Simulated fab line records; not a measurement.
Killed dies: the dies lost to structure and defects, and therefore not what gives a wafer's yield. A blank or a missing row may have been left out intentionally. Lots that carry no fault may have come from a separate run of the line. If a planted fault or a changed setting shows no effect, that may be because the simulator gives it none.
The tool behind it: which one? / flow berkeley-cmos170 / 14 lots, 42 wafers sampled, at 4 steps of a route of 331

== WHAT EACH GAUGE READ, for each wafer ==
UCB170_SPACER_THK_MEAS_01.
lot=L128; measured=day 7 00:20; on=film-metro-01; SPACER_TEOS_THK (nm)=371 372 374
lot=L131; measured=day 8 03:29; on=film-metro-03; SPACER_TEOS_THK (nm)=375 384 379
lot=L132; measured=day 8 03:40; on=film-metro-02; SPACER_TEOS_THK (nm)=376 382 376
lot=L135; measured=day 8 09:29; on=film-metro-02; SPACER_TEOS_THK (nm)=380 379 383
lot=L138; measured=day 8 19:23; on=film-metro-02; SPACER_TEOS_THK (nm)=374 383 378
lot=L137; measured=day 8 20:52; on=film-metro-03; SPACER_TEOS_THK (nm)=373 371 379
lot=L136; measured=day 8 20:58; on=film-metro-01; SPACER_TEOS_THK (nm)=370 374 374
lot=L134; measured=day 8 21:13; on=film-metro-03; SPACER_TEOS_THK (nm)=370 380 381
lot=L140; measured=day 9 12:28; on=film-metro-03; SPACER_TEOS_THK (nm)=376 381 382
lot=L141; measured=day 10 10:28; on=film-metro-02; SPACER_TEOS_THK (nm)=379 379 380
lot=L146; measured=day 11 02:48; on=film-metro-02; SPACER_TEOS_THK (nm)=324 331 329
lot=L151; measured=day 12 13:47; on=film-metro-03; SPACER_TEOS_THK (nm)=371 375 377
lot=L150; measured=day 12 14:02; on=film-metro-02; SPACER_TEOS_THK (nm)=322 332 336
lot=L149; measured=day 12 14:29; on=film-metro-03; SPACER_TEOS_THK (nm)=370 369 373

UCB170_V1_THK_MEAS_04.
lot=L128; measured=day 7 21:46; on=film-metro-01; V1_POLISHED_THK (nm)=1000.2 998.8 999.9
lot=L131; measured=day 9 04:42; on=film-metro-01; V1_POLISHED_THK (nm)=1000.7 1001.1 1001.2
lot=L132; measured=day 9 06:01; on=film-metro-03; V1_POLISHED_THK (nm)=998.7 999.1 998.9
lot=L135; measured=day 9 13:13; on=film-metro-03; V1_POLISHED_THK (nm)=1000.3 1001.9 1000.3
lot=L138; measured=day 9 22:47; on=film-metro-03; V1_POLISHED_THK (nm)=1000.4 1001.1 998.1
lot=L137; measured=day 10 00:07; on=film-metro-02; V1_POLISHED_THK (nm)=1001.1 999.9 1000.4
lot=L136; measured=day 10 01:27; on=film-metro-02; V1_POLISHED_THK (nm)=998.2 1000.0 999.8
lot=L134; measured=day 10 01:27; on=film-metro-03; V1_POLISHED_THK (nm)=1001.5 1000.1 999.8
lot=L140; measured=day 10 13:37; on=film-metro-02; V1_POLISHED_THK (nm)=1001.1 1000.4 999.4
lot=L141; measured=day 11 11:21; on=film-metro-03; V1_POLISHED_THK (nm)=1000.9 1000.6 1001.8
lot=L146; measured=day 11 23:22; on=film-metro-03; V1_POLISHED_THK (nm)=1001.8 998.9 1002.3
lot=L151; measured=day 13 14:38; on=film-metro-01; V1_POLISHED_THK (nm)=1003.1 1000.5 1001.6
lot=L150; measured=day 13 13:19; on=film-metro-01; V1_POLISHED_THK (nm)=1000.4 1001.3 999.8
lot=L149; measured=day 13 15:59; on=film-metro-01; V1_POLISHED_THK (nm)=999.8 1000.0 1001.2

== WHICH TOOL RAN EACH LOT (tool, then ch and the chambers of the sampled wafers, then the start) ==
lot=L128; UCB170_SPACER_CVD_00=pecvd-01 ch 0,1, day 7 00:18; UCB170_SPACER_ETCHBACK_03=rie-diel-03 ch 0,1,3, day 7 07:11
lot=L131; UCB170_SPACER_CVD_00=pecvd-04 ch 0,1,2, day 8 03:25; UCB170_SPACER_ETCHBACK_03=rie-diel-03 ch 0,2,3, day 8 10:10
lot=L132; UCB170_SPACER_CVD_00=pecvd-03 ch 0,2, day 8 03:37; UCB170_SPACER_ETCHBACK_03=rie-diel-04 ch 1,2,3, day 8 10:10
lot=L135; UCB170_SPACER_CVD_00=pecvd-04 ch 0,1,2, day 8 09:26; UCB170_SPACER_ETCHBACK_03=rie-diel-04 ch 1,2,3, day 8 15:43
lot=L138; UCB170_SPACER_CVD_00=pecvd-01 ch 0,1,2, day 8 19:20; UCB170_SPACER_ETCHBACK_03=rie-diel-03 ch 0,1,2, day 9 06:14
lot=L137; UCB170_SPACER_CVD_00=pecvd-04 ch 1,2, day 8 20:49; UCB170_SPACER_ETCHBACK_03=rie-diel-04 ch 0,2,3, day 9 06:14
lot=L136; UCB170_SPACER_CVD_00=pecvd-03 ch 0,1, day 8 20:56; UCB170_SPACER_ETCHBACK_03=rie-diel-03 ch 2,3, day 9 06:19
lot=L134; UCB170_SPACER_CVD_00=pecvd-01 ch 0,1,2, day 8 21:10; UCB170_SPACER_ETCHBACK_03=rie-diel-04 ch 1,2, day 9 06:19
lot=L140; UCB170_SPACER_CVD_00=pecvd-03 ch 1,2, day 9 12:25; UCB170_SPACER_ETCHBACK_03=rie-diel-02 ch 0,1, day 9 19:27
lot=L141; UCB170_SPACER_CVD_00=pecvd-01 ch 0,1,2, day 10 10:25; UCB170_SPACER_ETCHBACK_03=rie-diel-02 ch 0,1,3, day 10 16:49
lot=L146; UCB170_SPACER_CVD_00=pecvd-01 ch 0,2, day 11 02:46; UCB170_SPACER_ETCHBACK_03=rie-diel-04 ch 0,2, day 11 06:30
lot=L151; UCB170_SPACER_CVD_00=pecvd-03 ch 0,2, day 12 13:44; UCB170_SPACER_ETCHBACK_03=rie-diel-04 ch 3, day 12 19:59
lot=L150; UCB170_SPACER_CVD_00=pecvd-01 ch 0,2, day 12 13:59; UCB170_SPACER_ETCHBACK_03=rie-diel-03 ch 0,1,3, day 12 19:59
lot=L149; UCB170_SPACER_CVD_00=pecvd-03 ch 0,1,2, day 12 14:26; UCB170_SPACER_ETCHBACK_03=rie-diel-02 ch 1,2, day 12 20:03
- UCB170_SPACER_CVD_00: deposits SiO2 from TEOS/O2, target thk 376 nm, time 47 s.
- UCB170_SPACER_ETCHBACK_03: etches SiO2 in CHF3/CF4/Ar, stops on Si, target depth 376 nm, time 100 s.

== WHAT THE TOOLS THEMSELVES READ (means of the sampled wafers that have a number; where no wafer has one, the mark that the record gives instead) ==
UCB170_SPACER_CVD_00.
lot=L128; tool=pecvd-01; heater-power-w (W)=241; rf-fwd-power-W (W)=547.3
lot=L131; tool=pecvd-04; heater-power-w (W)=339; rf-fwd-power-W (W)=545.8
lot=L132; tool=pecvd-03; heater-power-w (W)=303; rf-fwd-power-W (W)=543.3
lot=L135; tool=pecvd-04; heater-power-w (W)=297; rf-fwd-power-W (W)=545.7
lot=L138; tool=pecvd-01; heater-power-w (W)=247; rf-fwd-power-W (W)=542.8
lot=L137; tool=pecvd-04; heater-power-w (W)=291; rf-fwd-power-W (W)=546.9
lot=L136; tool=pecvd-03; heater-power-w (W)=262; rf-fwd-power-W (W)=542.2
lot=L134; tool=pecvd-01; heater-power-w (W)=286; rf-fwd-power-W (W)=543.9
lot=L140; tool=pecvd-03; heater-power-w (W)=237; rf-fwd-power-W (W)=545.5
lot=L141; tool=pecvd-01; heater-power-w (W)=272; rf-fwd-power-W (W)=543.7
lot=L146; tool=pecvd-01; heater-power-w (W)=269; rf-fwd-power-W (W)=544.5
lot=L151; tool=pecvd-03; heater-power-w (W)=316; rf-fwd-power-W (W)=542.7
lot=L150; tool=pecvd-01; heater-power-w (W)=257; rf-fwd-power-W (W)=543.5
lot=L149; tool=pecvd-03; heater-power-w (W)=283; rf-fwd-power-W (W)=544.0

UCB170_SPACER_ETCHBACK_03.
lot=L128; tool=rie-diel-03; drypump-motor-current-A (A)=5.3; oes-product-au (a.u.)=0.902; rf-fwd-power-W (W)=497.2; throttle-valve-pct (%)=6.37
lot=L131; tool=rie-diel-03; drypump-motor-current-A (A)=5.7; oes-product-au (a.u.)=0.919; rf-fwd-power-W (W)=497.9; throttle-valve-pct (%)=6.38
lot=L132; tool=rie-diel-04; drypump-motor-current-A (A)=5.9; oes-product-au (a.u.)=0.912; rf-fwd-power-W (W)=497.5; throttle-valve-pct (%)=6.44
lot=L135; tool=rie-diel-04; drypump-motor-current-A (A)=5.9; oes-product-au (a.u.)=0.915; rf-fwd-power-W (W)=498.0; throttle-valve-pct (%)=6.44
lot=L138; tool=rie-diel-03; drypump-motor-current-A (A)=5.3; oes-product-au (a.u.)=0.924; rf-fwd-power-W (W)=497.0; throttle-valve-pct (%)=6.37
lot=L137; tool=rie-diel-04; drypump-motor-current-A (A)=5.8; oes-product-au (a.u.)=0.913; rf-fwd-power-W (W)=496.0; throttle-valve-pct (%)=6.42
lot=L136; tool=rie-diel-03; drypump-motor-current-A (A)=6.0; oes-product-au (a.u.)=0.904; rf-fwd-power-W (W)=499.8; throttle-valve-pct (%)=6.29
lot=L134; tool=rie-diel-04; drypump-motor-current-A (A)=5.9; oes-product-au (a.u.)=0.903; rf-fwd-power-W (W)=496.9; throttle-valve-pct (%)=6.44
lot=L140; tool=rie-diel-02; drypump-motor-current-A (A)=5.2; oes-product-au (a.u.)=0.904; rf-fwd-power-W (W)=499.2; throttle-valve-pct (%)=6.51
lot=L141; tool=rie-diel-02; drypump-motor-current-A (A)=5.5; oes-product-au (a.u.)=0.886; rf-fwd-power-W (W)=496.1; throttle-valve-pct (%)=6.48
lot=L146; tool=rie-diel-04; drypump-motor-current-A (A)=5.5; oes-product-au (a.u.)=0.843; rf-fwd-power-W (W)=496.5; throttle-valve-pct (%)=6.39
lot=L151; tool=rie-diel-04; drypump-motor-current-A (A)=6.2; oes-product-au (a.u.)=0.900; rf-fwd-power-W (W)=498.2; throttle-valve-pct (%)=6.45
lot=L150; tool=rie-diel-03; drypump-motor-current-A (A)=5.2; oes-product-au (a.u.)=0.828; rf-fwd-power-W (W)=497.6; throttle-valve-pct (%)=6.35
lot=L149; tool=rie-diel-02; drypump-motor-current-A (A)=5.7; oes-product-au (a.u.)=0.894; rf-fwd-power-W (W)=495.4; throttle-valve-pct (%)=6.48

== THE ANSWER, worked out from the rows above alone ==
Rule: the usual values come from the lots themselves. Put in order of their means at a reading, lots are off if they are a third of the lots or fewer, leave a main group of 4 or more, and stand apart from it by a gap of 3 or more times the standard deviation of the main group's means; of several such gaps the widest counts. The tables above print the reading to a certain number of digits; a main group whose means all agree to those digits is not used. Also off: a lot with no number at a reading for which 4 or more lots have one. Any other lot the step has rows for is counted as sound. After the gauges, taken in route order, come the tools' own readings; for these a lot's mean is taken, as printed above. At the first step where some lot is off, the reading lying furthest off is the one used; lots without a number count as furthest.
Off: at UCB170_SPACER_THK_MEAS_01 (SPACER_TEOS_THK), L146, L150. Main group: mean 376 nm, sd 3.2.
A tool fits if, at a process step before that reading, it ran every lot that is off, and no sound lot after the first of them. The gauges at UCB170_SPACER_THK_MEAS_01 aren't tried: what is off there is off at UCB170_SPACER_ETCHBACK_03 too, on other tools, and a gauge's error can't cause that. One fits: UCB170_SPACER_CVD_00 on pecvd-01. A fault onset in the window from L141 (day 10 10:25, its last sound lot) to L146 (day 11 02:46, its first lot off) fits.

== WHAT WAS PUT IN BY THE SIMULATOR ==
Site profile drift: pecvd-01, from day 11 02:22 on, at UCB170_SPACER_CVD_00. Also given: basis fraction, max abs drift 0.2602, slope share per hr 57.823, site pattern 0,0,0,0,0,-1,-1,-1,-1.
Lots struck among those shown: L146, L150. Same finding as the rule above.
